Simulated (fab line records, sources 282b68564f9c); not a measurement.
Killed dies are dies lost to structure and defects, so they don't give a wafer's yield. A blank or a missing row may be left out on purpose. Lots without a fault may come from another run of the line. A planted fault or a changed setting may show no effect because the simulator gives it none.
Which tool did it? | flow rit_cmos | 6 lots, 18 wafers sampled, at 2 steps of a route of 202

WHAT THE GAUGES READ, wafer by wafer
RIT_FOX2_THK_MEAS_01.
lot  | measured    | on            | FOX2_OXIDE_THK (nm)
L219 | day 2 04:19 | film_metro-01 | 351 350 342
L221 | day 2 11:41 | film_metro-04 | 368 361 367
L223 | day 2 19:58 | film_metro-04 | 347 353 350
L226 | day 3 12:44 | film_metro-04 | 382 381 379 382 381 379
L236 | day 5 14:43 | film_metro-04 | 356 354 363
L240 | day 6 10:35 | film_metro-04 | 362 351 361

WHICH TOOL RAN EACH LOT (tool, then ch and the chambers of the sampled wafers, then the start)
lot  | RIT_FOX2_OXIDATION_00
L219 | furnace-01 ch 0, day 2 02:59
L221 | furnace-04 ch 0, day 2 10:22
L223 | furnace-03 ch 0, day 2 18:38
L226 | furnace-03 ch 0, day 3 11:25
L236 | furnace-04 ch 0, day 5 13:24
L240 | furnace-04 ch 0, day 6 09:15
- RIT_FOX2_OXIDATION_00: target thk 350.7 nm, ox time 1158 s.

THE ANSWER, worked out from the rows above alone
Rule: what is usual is taken from the lots themselves. Put in order of their means at a reading, lots are off if they are a third of the lots or fewer, leave a main group of 4 or more, and stand apart from it by a gap of 3 or more times the standard deviation of the main group's means; of several such gaps the widest counts. A main group whose means are all the same, to the digits that the tables above print for the reading, isn't used. A lot without any number at a reading at which 4 lots or more have one is off too. The other lots that the step has rows for count as sound.
No lot is off at any reading shown: from this, nothing can be told.

WHAT THE SIMULATOR HAD PUT IN
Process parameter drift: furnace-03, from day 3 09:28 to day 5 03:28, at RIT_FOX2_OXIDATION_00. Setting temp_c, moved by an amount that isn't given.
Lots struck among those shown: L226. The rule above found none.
